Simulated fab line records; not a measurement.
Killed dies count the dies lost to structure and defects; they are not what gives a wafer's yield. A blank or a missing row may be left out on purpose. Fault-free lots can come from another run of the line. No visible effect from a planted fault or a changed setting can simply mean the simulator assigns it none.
Split-lot study ; flow rit cmos ; route with 202 steps; 5 lots, 23 wafers read

## ON THE SPLIT
At RIT_NWELL_IMPLANT_08, the setting dose cm2 was moved away from the recipe's 5e+13 on 9 of the 23 wafers read, by -7.2% to +4.1%. This setting was run at the recipe's value on the other wafers.

## FROM THE SPLIT TO THE READING: what the file shows between them, 10 steps
- RIT_NWELL_STRIP_09: strips in O2, time 180 s
- RIT_NWELL_TW_MEAS_10
- RIT_PWELL_COAT_01: resist thk 1300 nm (also split here: resist thk nm)
- RIT_PWELL_SOFTBAKE_02: time 60 s
- RIT_PWELL_EXPOSE_03: exposes mask M3, target cd 43700 nm
- RIT_PWELL_DEVELOP_05: develop time 68 s
- RIT_PWELL_HARDBAKE_07: time 120 s
- RIT_PWELL_IMPLANT_08 (also split here: dose cm2)
- RIT_PWELL_STRIP_09: strips in O2, time 180 s
- RIT_WELLDRIVE_ANNEAL_00: time 14700 s

## THE READING
NWELL_RS, in ohm/sq, at RIT_WELLDRIVE_RS_MEAS_01 (measures by four-point-probe). On this fab line, fault-free wafers typically give 275.5 ohm/sq with a standard deviation of 0.76 ohm/sq.

wafer;tool, chamber at the split;dose cm2 as run;against the recipe;NWELL_RS, ohm/sq;against lot-mates on the recipe
L076.1;implanter-04, 0;5e+13;recipe;275.0;-
L076.2;implanter-04, 0;5e+13;recipe;276.1;-
L076.4;implanter-04, 0;4.642e+13;-7.2%;287.4;+12.0
L076.5;implanter-04, 0;5e+13;recipe;275.2;-
L076.6;implanter-04, 0;4.642e+13;-7.2%;287.1;+11.7
L077.2;implanter-02, 0;5.153e+13;+3.1%;270.2;-5.4
L077.3;implanter-02, 0;5e+13;recipe;275.3;-
L077.4;implanter-02, 0;5.153e+13;+3.1%;272.0;-3.6
L077.5;implanter-02, 0;5e+13;recipe;275.6;-
L077.6;implanter-02, 0;5e+13;recipe;276.0;-
L081.3;implanter-01, 0;5e+13;recipe;275.5;-
L081.4;implanter-01, 0;5e+13;recipe;275.5;-
L081.5;implanter-01, 0;5e+13;recipe;275.5;-
L082.1;implanter-01, 0;5e+13;recipe;276.5;-
L082.2;implanter-01, 0;4.735e+13;-5.3%;286.5;+9.8
L082.3;implanter-01, 0;4.735e+13;-5.3%;285.3;+8.6
L082.5;implanter-01, 0;4.735e+13;-5.3%;287.1;+10.4
L082.6;implanter-01, 0;5e+13;recipe;276.9;-
L083.1;implanter-02, 0;5e+13;recipe;276.6;-
L083.2;implanter-02, 0;5.203e+13;+4.1%;268.1;-7.9
L083.3;implanter-02, 0;5e+13;recipe;274.9;-
L083.5;implanter-02, 0;5.203e+13;+4.1%;268.9;-7.1
L083.6;implanter-02, 0;5e+13;recipe;276.4;-

FIT RESULTS
A straight line over all 23 wafers: NWELL_RS changes by -1.75 ohm/sq for each +1% of dose cm2; r = -0.99; the points scatter about the line by 0.88 ohm/sq.
The same after taking each lot's own level away (the mean of its wafers on the recipe; 23 wafers): -1.72 ohm/sq for each +1%; r = -0.99; scatter 0.66 ohm/sq.
According to that fit, moving dose cm2 by its largest amount changes the reading by 12 ohm/sq.
Measured against the standard deviation above, the lots' own levels, which go from 275.43 to 276.70 ohm/sq, span 1.7 times it.
So the lot-to-lot level changes the slope little: the two slopes agree.
Check: for one of the wafers moved furthest among these (-7.2%), held out of the fit, the line's prediction against its lot-mates is +12.4 ohm/sq. It came out at +12 ohm/sq against them.

## ADDITIONAL SPLITS CARRIED BY THESE WAFERS
These wafers also went through other splits before the reading. Each is held against what the fit with the lots' levels taken away leaves over:
other split on the same wafers;wafers away from the commonest value;r with NWELL_RS (lot level and that fit taken away)
RIT_ACTIVE_COAT_06 resist thk nm;9;-0.35
RIT_ACTIVE_SOFTBAKE_07 temp c;9;-0.06
RIT_ACTIVE_ETCH_13 over etch frac;4;-0.07
RIT_FOX1_OXIDATION_00 temp c;10;+0.29
RIT_NWELL_COAT_01 resist thk nm;7;-0.13
RIT_PWELL_COAT_01 resist thk nm;8;+0.47
RIT_PWELL_IMPLANT_08 dose cm2;8;-0.32

## THE WHOLE CHAIN: every reading that the file lists as answering this split, in the file's order
step;what it does;reading;change (the file's fit);r (the file's)
RIT_NWELL_TW_MEAS_10;;NWELL_TW;+7.41 for each +1% of the setting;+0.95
RIT_WELLDRIVE_RS_MEAS_01;measures by four-point-probe;NWELL_RS;-1.71 for each +1% of the setting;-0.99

## FILE'S OWN FIT
NWELL_RS changes by -1.71 ohm/sq for each +1% of dose cm2, r = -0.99.
